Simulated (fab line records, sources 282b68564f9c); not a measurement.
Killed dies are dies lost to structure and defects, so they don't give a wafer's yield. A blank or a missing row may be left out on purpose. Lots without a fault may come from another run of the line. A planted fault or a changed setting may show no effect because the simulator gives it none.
Which tool did it? | flow rit_cmos | 7 lots, 21 wafers sampled, at 2 steps of a route of 202

WHAT THE GAUGES READ, wafer by wafer
RIT_CONTACT_CD_MEAS_08: target cd 1000 nm.
lot  | measured    | on        | cd_nm (nm)
L354 | day 3 16:22 | cd_sem-01 | 998.3 997.6 997.7
L356 | day 4 03:48 | cd_sem-01 | 997.7 997.6 998.1
L358 | day 4 14:07 | cd_sem-01 | 1005.6 1004.5 1002.4
L360 | day 5 01:44 | cd_sem-02 | 1000.3 1001.2 999.6
L362 | day 5 10:35 | cd_sem-02 | 1002.1 1002.7 1002.6
L367 | day 6 13:40 | cd_sem-01 | 1004.1 1001.7 1003.6
L373 | day 7 18:57 | cd_sem-01 | 988.3 987.8 990.3

WHICH TOOL RAN EACH LOT (tool, then ch and the chambers of the sampled wafers, then the start)
lot  | RIT_CONTACT_DEVELOP_07
L354 | litho_track-04 ch 0, day 3 16:00
L356 | litho_track-03 ch 0, day 4 03:00
L358 | litho_track-01 ch 0, day 4 13:00
L360 | litho_track-01 ch 0, day 5 01:00
L362 | litho_track-01 ch 0, day 5 10:00
L367 | litho_track-04 ch 0, day 6 13:00
L373 | litho_track-04 ch 0, day 7 18:00
- RIT_CONTACT_DEVELOP_07: develop time 120 s.

THE ANSWER, worked out from the rows above alone
Rule: what is usual is taken from the lots themselves. Put in order of their means at a reading, lots are off if they are a third of the lots or fewer, leave a main group of 4 or more, and stand apart from it by a gap of 3 or more times the standard deviation of the main group's means; of several such gaps the widest counts. A main group whose means are all the same, to the digits that the tables above print for the reading, isn't used. A lot without any number at a reading at which 4 lots or more have one is off too. The other lots that the step has rows for count as sound.
Off: L373, at RIT_CONTACT_CD_MEAS_08 (cd_nm). The main group: mean 1001.0 nm, standard deviation 2.5.
A tool fits if, at a process step before that reading, it ran every lot that is off, and no sound lot after the first of them. The gauges at RIT_CONTACT_CD_MEAS_08 are tried like those tools. Can't be told from this: 2 tools fit, litho_track-04 at RIT_CONTACT_DEVELOP_07, cd_sem-01 at RIT_CONTACT_CD_MEAS_08.

WHAT THE SIMULATOR HAD PUT IN
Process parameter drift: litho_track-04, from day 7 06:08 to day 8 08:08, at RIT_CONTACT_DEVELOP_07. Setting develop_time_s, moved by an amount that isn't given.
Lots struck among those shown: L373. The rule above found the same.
